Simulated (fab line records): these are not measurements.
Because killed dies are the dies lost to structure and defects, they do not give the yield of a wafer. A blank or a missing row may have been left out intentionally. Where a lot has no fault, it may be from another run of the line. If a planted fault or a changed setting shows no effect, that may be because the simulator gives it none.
What tool caused it? -- flow berkeleyCmos170 -- 45 wafers sampled from 15 lots at 1 step of a route of 331

== WHAT THE GAUGES READ, wafer by wafer ==
No reading from a measuring or inspecting step in the record can be judged against a usual standard deviation.

== TOOL THAT RAN EACH LOT (tool first, then ch and the chambers of the sampled wafers, then the start) ==
lot,UCB170_CONTACT_DEVELOP_14
L927,"lithoTrack-03 ch 0, day 8 01:00"
L928,"lithoTrack-04 ch 0, day 8 11:00"
L931,"lithoTrack-01 ch 0, day 9 01:00"
L930,"lithoTrack-03 ch 0, day 9 03:00"
L934,"lithoTrack-04 ch 0, day 9 09:00"
L933,"lithoTrack-01 ch 0, day 9 09:00"
L936,"lithoTrack-03 ch 0, day 10 13:00"
L938,"lithoTrack-01 ch 0, day 10 14:00"
L939,"lithoTrack-03 ch 0, day 10 23:00"
L940,"lithoTrack-03, day 11 13:00"
L942,"lithoTrack-04, day 11 14:00"
L943,"lithoTrack-03, day 11 15:00"
L946,"lithoTrack-03 ch 0, day 11 21:00"
L948,"lithoTrack-03 ch 0, day 12 08:00"
L950,"lithoTrack-01 ch 0, day 13 03:00"
- UCB170_CONTACT_DEVELOP_14: develop time 45 s.

== AS READ BY THE TOOLS THEMSELVES (means over the sampled wafers that have a number; for cases with no such wafer, the mark the record gives instead) ==
UCB170_CONTACT_DEVELOP_14. Usual: chillPlateTempC 23.00 C, standard deviation 0.093; developerTempC 21.00 C, standard deviation 0.1.
lot,tool,chillPlateTempC (C),developerTempC (C),flag
L927,lithoTrack-03,23.05,21.08,
L928,lithoTrack-04,23.02,21.02,
L931,lithoTrack-01,22.93,20.95,
L930,lithoTrack-03,22.97,21.05,
L934,lithoTrack-04,23.07,20.94,
L933,lithoTrack-01,22.95,20.96,
L936,lithoTrack-03,22.98,21.00,
L938,lithoTrack-01,23.06,21.07,
L939,lithoTrack-03,23.01,21.06,
L940,lithoTrack-03,-,-,OFF
L942,lithoTrack-04,-,-,OFF
L943,lithoTrack-03,-,-,OFF
L946,lithoTrack-03,23.08,20.83,
L948,lithoTrack-03,23.14,21.05,
L950,lithoTrack-01,22.97,21.16,

== THE ANSWER, worked out from the rows above alone ==
Rule: a lot is off if the mean of its wafers that have a number lies more than 3 standard deviations from the usual mean. A lot without any number at a reading at which 4 lots or more have one is off too. All remaining lots with rows at the step are treated as sound. The gauges are gone through in route order, then the tools' own readings, and for those a lot's mean is taken as printed above. The first step at which some lot is off is used, and at that step the reading that is off furthest; a lot without a number counts as furthest.
Off at UCB170_CONTACT_DEVELOP_14 (chillPlateTempC): L940, L942, L943. Without a number there: L940, L942, L943.
If a tool, at that step or one of the process steps before it, ran each lot that is off and ran no sound lot following the first of them, it fits. No candidate that was tried fits.

== WHAT THE SIMULATOR HAD INSERTED ==
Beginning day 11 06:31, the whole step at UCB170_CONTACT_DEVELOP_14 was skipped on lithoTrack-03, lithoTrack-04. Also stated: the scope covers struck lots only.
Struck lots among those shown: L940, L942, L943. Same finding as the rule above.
